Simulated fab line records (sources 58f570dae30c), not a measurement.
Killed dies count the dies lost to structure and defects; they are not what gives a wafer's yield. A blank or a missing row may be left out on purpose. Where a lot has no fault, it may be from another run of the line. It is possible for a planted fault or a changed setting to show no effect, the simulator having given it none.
Lot-split experiment + flow berkeley_cmos170 + 23 wafers read from 5 lots, route of 331 steps

THE SPLIT
At UCB170_PVT_IMPLANT_07, the setting energy_kev was moved away from the recipe's 30 on 9 of the 23 wafers read, by -2.5% to +5.8%. For the rest of the wafers, this setting stayed at what the recipe calls for.

FROM THE SPLIT TO THE READING: what the file shows between them, 1 step
- UCB170_PVT_STRIP_08: strips in O2

THE READING
PVT_TW, at UCB170_PVT_TW_MEAS_09. On this fab line, fault-free wafers typically give 509 with a standard deviation of 3.8.

| wafer  | tool, chamber at the split | energy_kev as run | against the recipe | PVT_TW | against lot-mates on the recipe |
|--------|----------------------------|-------------------|--------------------|--------|---------------------------------|
| L074.2 | implanter-02, 0            | 30                | recipe             | 501    | -                               |
| L074.3 | implanter-02, 0            | 31.26             | +4.2%              | 510    | +7                              |
| L074.4 | implanter-02, 0            | 31.26             | +4.2%              | 509    | +6                              |
| L074.5 | implanter-02, 0            | 30                | recipe             | 503    | -                               |
| L074.6 | implanter-02, 0            | 30                | recipe             | 504    | -                               |
| L077.1 | implanter-03, 0            | 30                | recipe             | 511    | -                               |
| L077.3 | implanter-03, 0            | 30                | recipe             | 510    | -                               |
| L077.6 | implanter-03, 0            | 30                | recipe             | 513    | -                               |
| L082.1 | implanter-04, 0            | 29.24             | -2.5%              | 503    | -4                              |
| L082.2 | implanter-04, 0            | 30                | recipe             | 509    | -                               |
| L082.3 | implanter-04, 0            | 30                | recipe             | 505    | -                               |
| L082.5 | implanter-04, 0            | 29.24             | -2.5%              | 503    | -4                              |
| L082.6 | implanter-04, 0            | 30                | recipe             | 506    | -                               |
| L084.1 | implanter-04, 0            | 31.75             | +5.8%              | 517    | +8                              |
| L084.3 | implanter-04, 0            | 31.75             | +5.8%              | 519    | +10                             |
| L084.4 | implanter-04, 0            | 31.75             | +5.8%              | 518    | +8                              |
| L084.5 | implanter-04, 0            | 30                | recipe             | 509    | -                               |
| L084.6 | implanter-04, 0            | 30                | recipe             | 510    | -                               |
| L085.1 | implanter-02, 0            | 30.97             | +3.2%              | 517    | +8                              |
| L085.2 | implanter-02, 0            | 30                | recipe             | 506    | -                               |
| L085.3 | implanter-02, 0            | 30                | recipe             | 509    | -                               |
| L085.5 | implanter-02, 0            | 30                | recipe             | 511    | -                               |
| L085.6 | implanter-02, 0            | 30.97             | +3.2%              | 515    | +6                              |

FIT RESULTS
A straight line over all 23 wafers: PVT_TW changes by +1.62 for each +1% of energy_kev; r = +0.78; the points scatter about the line by 3.3.
The same after taking each lot's own level away (the mean of its wafers on the recipe; 23 wafers): +1.56 for each +1%; r = +0.94; scatter 1.5.
On that fit, the largest move of energy_kev shifts the reading by 9.1.
The span of the lots' own levels, 502.7 to 511.3, comes to 2.3 times the standard deviation stated above.
So the lot-to-lot level blurs the effect unless lot-mates are compared.
Check: +9.73 against its lot-mates is what the line predicts for one of the wafers moved furthest among these (+5.8%) when that wafer is left out of the fit. Against them it came out at +7.5.

FURTHER SPLITS ON THESE WAFERS
Note: prior to the reading, these wafers also went through further splits. Each is held against what the fit with the lots' levels taken away leaves over:
| other split on the same wafers       | wafers away from the commonest value | r with PVT_TW (lot level and that fit taken away) |
|--------------------------------------|--------------------------------------|---------------------------------------------------|
| UCB170_ZERO_COAT_01 resist_thk_nm    | 6                                    | +0.40                                             |
| UCB170_ZERO_ETCH_06 over_etch_frac   | 9                                    | -0.23                                             |
| UCB170_PWELL_CVD_05 time_s           | 15                                   | -0.17                                             |
| UCB170_PWELL_ETCH_14 time_s          | 9                                    | -0.33                                             |
| UCB170_ACTIVE_OXIDATION_02 ox_time_s | 18                                   | -0.25                                             |
| UCB170_NVT_COAT_01 spin_rpm          | 9                                    | +0.50                                             |

THE WHOLE CHAIN: every reading that the file lists as answering this split, in the file's order
| step                  | what it does | reading                                                         | change (the file's fit)               | r (the file's) |
|-----------------------|--------------|-----------------------------------------------------------------|---------------------------------------|----------------|
| UCB170_PVT_IMPLANT_07 |              | implant.rp_nm (the simulator's own value, which no gauge read)  | +0.334 nm for each +1% of the setting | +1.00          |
| UCB170_PVT_IMPLANT_07 |              | implant.drp_nm (the simulator's own value, which no gauge read) | +0.135 nm for each +1% of the setting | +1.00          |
| UCB170_PVT_TW_MEAS_09 |              | PVT_TW                                                          | +1.61 for each +1% of the setting     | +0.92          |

FILE'S OWN FIT
PVT_TW changes by +1.61 for each +1% of energy_kev, r = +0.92.
